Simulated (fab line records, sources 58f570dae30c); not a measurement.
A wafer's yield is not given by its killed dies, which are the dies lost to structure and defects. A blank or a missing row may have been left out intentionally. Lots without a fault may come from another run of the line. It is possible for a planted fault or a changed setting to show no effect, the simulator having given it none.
Which tool did it? | flow berkeleyCmos170 | 39 wafers from 13 lots sampled at 3 of the route's 331 steps

== WHAT EACH GAUGE READ, for each wafer ==
UCB170_M1_CD_MEAS_09: the cd target is 700 nm. Usual: cdNm 700.4 nm, standard deviation 1.4.
lot  | measured     | on       | cdNm (nm)         | flag
L408 | day 7 15:20  | cdSem-02 | 700.8 701.0 701.6 | 
L410 | day 7 18:07  | cdSem-01 | 701.2 700.3 700.8 | 
L409 | day 7 18:27  | cdSem-02 | 700.1 700.4 702.4 | 
L411 | day 8 00:19  | cdSem-01 | 698.7 699.1 700.2 | 
L414 | day 8 18:58  | cdSem-02 | 703.5 703.9 702.1 | 
L412 | day 8 19:56  | cdSem-02 | 701.0 699.5 699.6 | 
L416 | day 9 01:56  | cdSem-02 | 701.5 701.0 700.9 | 
L418 | day 9 12:23  | cdSem-02 | 700.0 700.8 701.3 | 
L423 | day 10 06:35 | cdSem-02 | 695.6 695.0 694.5 | OFF
L425 | day 10 18:14 | cdSem-02 | 702.7 701.0 700.9 | 
L428 | day 11 04:41 | cdSem-02 | 700.3 699.9 699.9 | 
L429 | day 11 05:46 | cdSem-02 | 700.3 699.9 701.0 | 
L430 | day 11 18:40 | cdSem-01 | 701.3 701.0 701.9 | 

== EACH LOT AND THE TOOL THAT RAN IT (in order: tool; ch and the chambers of the sampled wafers; start) ==
lot  | UCB170_SDANNEAL_RTA_01          | UCB170_M1_COAT_04
L408 | rtpAnneal-02 ch 0, day 7 08:25  | lithoTrack-03 ch 0, day 7 14:00
L410 | rtpAnneal-02 ch 0, day 7 10:31  | lithoTrack-04 ch 0, day 7 17:00
L409 | rtpAnneal-01 ch 0, day 7 10:47  | lithoTrack-03 ch 0, day 7 17:00
L411 | rtpAnneal-01 ch 0, day 7 16:41  | lithoTrack-04 ch 0, day 7 23:00
L414 | rtpAnneal-01 ch 0, day 8 07:58  | lithoTrack-03 ch 0, day 8 18:00
L412 | rtpAnneal-02 ch 0, day 8 08:11  | lithoTrack-01 ch 0, day 8 19:00
L416 | rtpAnneal-01 ch 0, day 8 17:10  | lithoTrack-01 ch 0, day 9 00:00
L418 | rtpAnneal-01 ch 0, day 9 04:40  | lithoTrack-04 ch 0, day 9 11:00
L423 | rtpAnneal-02 ch 0, day 9 22:44  | lithoTrack-03 ch 0, day 10 05:00
L425 | rtpAnneal-02 ch 0, day 10 09:52 | lithoTrack-04 ch 0, day 10 16:00
L428 | rtpAnneal-01 ch 0, day 10 19:41 | lithoTrack-01 ch 0, day 11 02:00
L429 | rtpAnneal-02 ch 0, day 10 19:53 | lithoTrack-01 ch 0, day 11 04:00
L430 | rtpAnneal-01 ch 0, day 11 09:52 | lithoTrack-01 ch 0, day 11 17:00
- UCB170_SDANNEAL_RTA_01: time 5 s.
- UCB170_M1_COAT_04: resist thk 900 nm.

== AS READ BY THE TOOLS THEMSELVES (means over the sampled wafers that have a number; for cases with no such wafer, the mark the record gives instead) ==
UCB170_SDANNEAL_RTA_01. Usual: lampPowerPct 35.4 %, standard deviation 1.6; wafer_temp_C_max 1054.4, standard deviation 1.3.
lot  | tool         | lampPowerPct (%) | wafer_temp_C_max | flag
L408 | rtpAnneal-02 | 33.3             | 1055.5           | 
L410 | rtpAnneal-02 | 33.3             | 1056.1           | 
L409 | rtpAnneal-01 | 36.6             | 1053.4           | 
L411 | rtpAnneal-01 | 36.6             | 1053.4           | 
L414 | rtpAnneal-01 | 36.7             | 1053.6           | 
L412 | rtpAnneal-02 | 33.4             | 1055.5           | 
L416 | rtpAnneal-01 | 36.6             | 1054.1           | 
L418 | rtpAnneal-01 | 36.6             | 1053.4           | 
L423 | rtpAnneal-02 | 33.4             | 1056.7           | 
L425 | rtpAnneal-02 | 33.3             | 1055.4           | 
L428 | rtpAnneal-01 | 36.7             | 1053.9           | 
L429 | rtpAnneal-02 | 33.4             | 1056.4           | 
L430 | rtpAnneal-01 | 36.6             | 1054.5           | 

== THE ANSWER, worked out from the rows above alone ==
Rule: a lot is off if the mean of its wafers that have a number lies more than 3 standard deviations from the usual mean. Also off: a lot with no number at a reading for which 4 or more lots have one. Where the step has rows for the other lots, those lots are counted as sound. The gauges are gone through in route order, then the tools' own readings, and for those a lot's mean is taken as printed above. At the first step where some lot is off, the reading lying furthest off is the one used; lots without a number count as furthest.
Off at UCB170_M1_CD_MEAS_09 (cdNm): L423.
If a tool, at a process step before that reading, ran all the lots that are off and no sound lot after the first of them, it fits. Gauges at UCB170_M1_CD_MEAS_09: tried the same way as those tools. One fits: lithoTrack-03 at UCB170_M1_COAT_04. A fault onset in the window from L414 (day 8 18:00, its last sound lot) to L423 (day 10 05:00, its first lot off) fits.

== WHAT THE SIMULATOR HAD PUT IN ==
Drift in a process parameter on lithoTrack-03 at UCB170_M1_COAT_04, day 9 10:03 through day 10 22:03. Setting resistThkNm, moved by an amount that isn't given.
Struck lots among those shown: L423. The rule above found the same.
